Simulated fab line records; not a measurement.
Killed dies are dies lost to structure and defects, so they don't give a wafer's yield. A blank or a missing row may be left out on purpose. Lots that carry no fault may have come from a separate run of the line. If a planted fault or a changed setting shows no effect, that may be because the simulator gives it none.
2 desks looking at one fault + flow berkeley cmos170 + what lay behind the numbers comes last; until then each desk has only its own

## METROLOGY DESK
What the gauges read, lot by lot, whatever tool the lot ran on: means of the sampled wafers that have a number. Any lot whose mean is over 4 standard deviations away from the usual mean is out of limits and marked OUT; that distance is given in the brackets.
Columns: A = SCREENOX_OXIDE_THK at UCB170_SCREENOX_THK_MEAS_02, usual 14.40 nm; B = FIELD_OXIDE_LEFT_2_THK at UCB170_FIELD_THK_MEAS_91, usual 356 nm; C = cd nm at UCB170_PLDD_CD_MEAS_06, usual 1199.7 nm
| lot  | first seen here | A     | B   | C      |
|------|-----------------|-------|-----|--------|
| L413 | day 5 12:10     | 14.79 | 364 | 1201.1 |
| L414 | day 5 12:10     | 14.59 | 368 | 1197.7 |
| L415 | day 5 22:04     | 14.27 | 361 | 1199.3 |
| L416 | day 6 04:34     | 14.38 | 359 | 1199.5 |
| L417 | day 6 04:35     | 14.48 | 356 | 1198.9 |
| L419 | day 7 01:52     | 14.48 | 346 | 1202.6 |
| L423 | day 7 13:19     | 14.41 | 342 | 1200.1 |
| L421 | day 7 13:20     | 14.34 | 350 | 1198.1 |
| L427 | day 8 08:07     | 14.26 | 366 | 1199.2 |
| L429 | day 8 19:19     | 14.01 | 380 | 1198.8 |
| L430 | day 9 01:02     | 14.80 | 358 | 1197.2 |
| L433 | day 9 15:54     | 14.05 | 369 | 1200.3 |
| L432 | day 9 15:55     | 14.37 | 345 | 1200.0 |
| L434 | day 9 18:44     | 14.60 | 359 | 1197.0 |
This desk found nothing out of limits on any of the 14 lots.

## DESK OF THE TOOL OWNER: rie si-01
The tool's own readings at UCB170_GATE_ETCH_15 (etches poly-Si in HBr/Cl2, stops on SiO2, time 56.3 s, target depth 278.2 nm): means of the sampled wafers that have a number, for each lot that ran on this tool. Any lot whose mean is over 4 standard deviations away from the usual mean is out of limits and marked OUT; that distance is given in the brackets.
Columns: A = bias w at UCB170_GATE_ETCH_15, usual 150.0 W; B = drypump motor current A at UCB170_GATE_ETCH_15, usual 5.83 A; C = oes product au at UCB170_GATE_ETCH_15, usual 0.828 a.u.; D = rf fwd power W at UCB170_GATE_ETCH_15, usual 297.3 W; E = throttle valve pct at UCB170_GATE_ETCH_15, usual 26.48 %
| lot  | first seen here | A                | B    | C     | D     | E     |
|------|-----------------|------------------|------|-------|-------|-------|
| L414 | day 6 09:53     | 150.0            | 5.84 | 0.830 | 296.7 | 26.40 |
| L423 | day 8 04:40     | 149.9            | 5.73 | 0.825 | 297.7 | 26.47 |
| L421 | day 8 05:31     | 150.3            | 5.88 | 0.821 | 297.0 | 26.54 |
| L429 | day 9 13:07     | 150.0            | 5.71 | 0.844 | 297.7 | 26.15 |
| L430 | day 9 18:36     | 149.8            | 5.77 | 0.821 | 298.0 | 26.61 |
| L434 | day 10 13:00    | 150.3            | 5.82 | 0.825 | 297.8 | 26.58 |
| L432 | day 10 13:56    | 146.5 (-8.0) OUT | 5.88 | 0.819 | 297.1 | 26.36 |
| L433 | day 10 13:59    | 148.8            | 5.88 | 0.837 | 296.0 | 26.54 |
This desk finds L432 out of limits, L432 being first, at day 10 13:56 (bias w at UCB170_GATE_ETCH_15). Within limits: L414, L423, L421, L429, L430, L434, L433.

## TAKEN TOGETHER
On L432, at day 10 13:56, an alarm was possible from the tool owner's desk.
At the metrology desk, nothing out of limits was observed.
The metrology desk has L432 on record, within its limits.
Every lot named ran UCB170_GATE_ETCH_15 on rie si-01.

## WHAT THE SIMULATOR PUT IN
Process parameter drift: rie si-01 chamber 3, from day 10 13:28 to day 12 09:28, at UCB170_GATE_ETCH_15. Setting bias w, moved by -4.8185, from 150.
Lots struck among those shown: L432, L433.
Hours from the fault's start to each desk's first reading out of limits: the tool owner's desk, 0.
